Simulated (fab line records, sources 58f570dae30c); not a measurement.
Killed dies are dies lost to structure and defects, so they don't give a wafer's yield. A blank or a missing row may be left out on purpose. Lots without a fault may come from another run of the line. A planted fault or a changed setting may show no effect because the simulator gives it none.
Which tool did it? | flow berkeley_cmos170 | 11 lots, 33 wafers sampled, at 6 steps of a route of 331

WHAT THE GAUGES READ, wafer by wafer
UCB170_M2_RS_MEAS_02: measures by four-point-probe.
lot  | measured     | on            | M2_AL_RS (ohm/sq)
L811 | day 7 09:19  | film_metro-03 | 0.0322 0.0321 0.0321
L810 | day 7 09:46  | film_metro-04 | 0.0323 0.0322 0.0322
L819 | day 8 22:24  | film_metro-04 | 0.0321 0.0320 0.0414
L823 | day 9 17:21  | film_metro-01 | 0.0321 0.0321 0.0322
L825 | day 10 08:37 | film_metro-01 | 0.0321 0.0319 0.0320
L827 | day 10 20:13 | film_metro-03 | 0.0324 0.0324 0.0325
L826 | day 10 20:28 | film_metro-04 | 0.0323 0.0326 0.0324
L829 | day 11 08:42 | film_metro-01 | 0.0318 0.0320 0.0320
L830 | day 11 08:57 | film_metro-04 | 0.0321 0.0322 0.0318
L833 | day 12 01:20 | film_metro-04 | 0.0326 0.0327 0.0326
L832 | day 12 01:26 | film_metro-01 | 0.0321 0.0322 0.0322

UCB170_M2_THK_MEAS_03: measures by xrf.
lot  | measured     | on            | M2_AL_THK (nm)
L811 | day 7 09:26  | film_metro-03 | 918 919 921
L810 | day 7 09:52  | film_metro-04 | 915 916 915
L819 | day 8 22:30  | film_metro-04 | 924 921 714
L823 | day 9 17:27  | film_metro-01 | 932 929 927
L825 | day 10 08:44 | film_metro-01 | 932 937 935
L827 | day 10 20:19 | film_metro-03 | 907 910 905
L826 | day 10 20:35 | film_metro-04 | 909 906 914
L829 | day 11 08:48 | film_metro-01 | 936 928 931
L830 | day 11 09:04 | film_metro-04 | 916 917 926
L833 | day 12 01:27 | film_metro-04 | 902 907 905
L832 | day 12 01:33 | film_metro-01 | 937 937 929

WHICH TOOL RAN EACH LOT (tool, then ch and the chambers of the sampled wafers, then the start)
lot  | UCB170_CONTACT_RTA_08            | UCB170_V1_CVD_00                | UCB170_V1_STRIP_15                   | UCB170_M2_SPUTTER_01
L811 | rtp_anneal-02 ch 0, day 6 20:17  | pecvd-03 ch 0,1,2, day 7 06:33  | plasma_asher-04 ch 0,1, day 7 08:56  | pvd_sputter-03, day 7 09:13
L810 | rtp_anneal-01 ch 0, day 7 00:21  | pecvd-01 ch 0,2, day 7 06:33    | plasma_asher-03 ch 0,1, day 7 09:19  | pvd_sputter-01, day 7 09:37
L819 | rtp_anneal-02 ch 0, day 8 10:53  | pecvd-01 ch 0,1, day 8 19:35    | plasma_asher-03 ch 0,1, day 8 22:02  | pvd_sputter-01, day 8 22:17
L823 | rtp_anneal-01 ch 0, day 9 08:54  | pecvd-03 ch 0,1, day 9 14:53    | plasma_asher-04 ch 0,1, day 9 16:58  | pvd_sputter-04, day 9 17:14
L825 | rtp_anneal-02 ch 0, day 9 18:50  | pecvd-04 ch 0,1,2, day 10 06:11 | plasma_asher-02 ch 0,1, day 10 08:14 | pvd_sputter-04, day 10 08:32
L827 | rtp_anneal-01 ch 0, day 10 09:32 | pecvd-03 ch 1,2, day 10 17:36   | plasma_asher-02 ch 0,1, day 10 19:50 | pvd_sputter-04, day 10 20:05
L826 | rtp_anneal-01 ch 0, day 10 09:43 | pecvd-04 ch 0,1,2, day 10 17:36 | plasma_asher-04 ch 0,1, day 10 20:05 | pvd_sputter-03, day 10 20:23
L829 | rtp_anneal-01 ch 0, day 10 22:06 | pecvd-03 ch 0,1,2, day 11 05:41 | plasma_asher-02 ch 0,1, day 11 08:19 | pvd_sputter-04, day 11 08:35
L830 | rtp_anneal-02 ch 0, day 10 22:20 | pecvd-01 ch 0,2, day 11 05:41   | plasma_asher-04 ch 0,1, day 11 08:34 | pvd_sputter-03, day 11 08:51
L833 | rtp_anneal-02 ch 0, day 11 14:40 | pecvd-04 ch 0,1, day 11 22:53   | plasma_asher-03 ch 0,1, day 12 00:57 | pvd_sputter-01, day 12 01:14
L832 | rtp_anneal-01 ch 0, day 11 14:53 | pecvd-01 ch 1,2, day 11 22:53   | plasma_asher-04 ch 1, day 12 01:04   | pvd_sputter-03, day 12 01:21
- UCB170_CONTACT_RTA_08: time 10 s.
- UCB170_V1_CVD_00: deposits SiO2 from TEOS/O2, target thk 2000 nm, time 250 s.
- UCB170_V1_STRIP_15: strips in O2.
- UCB170_M2_SPUTTER_01: material Al, target thk 900 nm, time 120 s.

WHAT THE TOOLS THEMSELVES READ (means of the sampled wafers that have a number; where no wafer has one, the mark that the record gives instead)
UCB170_CONTACT_RTA_08.
lot  | tool          | lamp_power_pct (%) | wafer_temp_C_max
L811 | rtp_anneal-02 | 22.3               | 903.2
L810 | rtp_anneal-01 | 24.3               | 905.2
L819 | rtp_anneal-02 | 22.2               | 902.6
L823 | rtp_anneal-01 | 24.3               | 904.8
L825 | rtp_anneal-02 | 22.2               | 902.8
L827 | rtp_anneal-01 | 24.3               | 905.2
L826 | rtp_anneal-01 | 24.3               | 904.5
L829 | rtp_anneal-01 | 24.3               | 903.9
L830 | rtp_anneal-02 | 22.3               | 902.9
L833 | rtp_anneal-02 | 22.3               | 902.2
L832 | rtp_anneal-01 | 24.3               | 905.4

UCB170_V1_CVD_00.
lot  | tool     | heater_power_w (W) | rf_fwd_power_W (W)
L811 | pecvd-03 | 314                | 547.8
L810 | pecvd-01 | 185                | 548.4
L819 | pecvd-01 | 263                | 546.9
L823 | pecvd-03 | 292                | 547.2
L825 | pecvd-04 | 241                | 548.6
L827 | pecvd-03 | 267                | 550.0
L826 | pecvd-04 | 249                | 548.7
L829 | pecvd-03 | 303                | 549.7
L830 | pecvd-01 | 210                | 549.2
L833 | pecvd-04 | 241                | 548.2
L832 | pecvd-01 | 232                | 547.3

UCB170_V1_STRIP_15.
lot  | tool            | drypump_motor_current_A (A) | oes_product_au (a.u.) | strip_time_to_endpoint_s (s)
L811 | plasma_asher-04 | 6.3                         | 0.721                 | 15.28
L810 | plasma_asher-03 | 5.5                         | 0.720                 | 15.41
L819 | plasma_asher-03 | 5.5                         | 0.723                 | 15.28
L823 | plasma_asher-04 | 6.4                         | 0.725                 | 15.34
L825 | plasma_asher-02 | 5.4                         | 0.723                 | 15.39
L827 | plasma_asher-02 | 5.4                         | 0.725                 | 15.46
L826 | plasma_asher-04 | 6.4                         | 0.720                 | 15.29
L829 | plasma_asher-02 | 5.4                         | 0.718                 | 15.36
L830 | plasma_asher-04 | 6.4                         | 0.717                 | 15.55
L833 | plasma_asher-03 | 5.5                         | 0.722                 | 15.28
L832 | plasma_asher-04 | 6.3                         | 0.717                 | 15.18

UCB170_M2_SPUTTER_01.
lot  | tool           | cathode_dc_power_W (W) | throttle_valve_pct (%)
L811 | pvd_sputter-03 | 6000.0                 | 29.7
L810 | pvd_sputter-01 | 6000.3                 | 30.6
L819 | pvd_sputter-01 | 6000.5                 | 30.3
L823 | pvd_sputter-04 | 5999.8                 | 29.3
L825 | pvd_sputter-04 | 6000.3                 | 30.2
L827 | pvd_sputter-04 | 6000.2                 | 29.7
L826 | pvd_sputter-03 | 5999.7                 | 30.2
L829 | pvd_sputter-04 | 6001.1                 | 30.9
L830 | pvd_sputter-03 | 5999.8                 | 30.0
L833 | pvd_sputter-01 | 5999.7                 | 30.1
L832 | pvd_sputter-03 | 6000.1                 | 30.7

THE ANSWER, worked out from the rows above alone
Rule: what is usual is taken from the lots themselves. Put in order of their means at a reading, lots are off if they are a third of the lots or fewer, leave a main group of 4 or more, and stand apart from it by a gap of 3 or more times the standard deviation of the main group's means; of several such gaps the widest counts. A main group whose means are all the same, to the digits that the tables above print for the reading, isn't used. A lot without any number at a reading at which 4 lots or more have one is off too. The other lots that the step has rows for count as sound. The gauges are gone through in route order, then the tools' own readings, and for those a lot's mean is taken as printed above. The first step at which some lot is off is used, and at that step the reading that is off furthest; a lot without a number counts as furthest.
Off: L819, at UCB170_M2_RS_MEAS_02 (M2_AL_RS). The main group: mean 0.0322 ohm/sq, standard deviation 0.00021.
A tool fits if, at a process step before that reading, it ran every lot that is off, and no sound lot after the first of them. The gauges at UCB170_M2_RS_MEAS_02 are tried like those tools. None of those tried fits.

WHAT THE SIMULATOR HAD PUT IN
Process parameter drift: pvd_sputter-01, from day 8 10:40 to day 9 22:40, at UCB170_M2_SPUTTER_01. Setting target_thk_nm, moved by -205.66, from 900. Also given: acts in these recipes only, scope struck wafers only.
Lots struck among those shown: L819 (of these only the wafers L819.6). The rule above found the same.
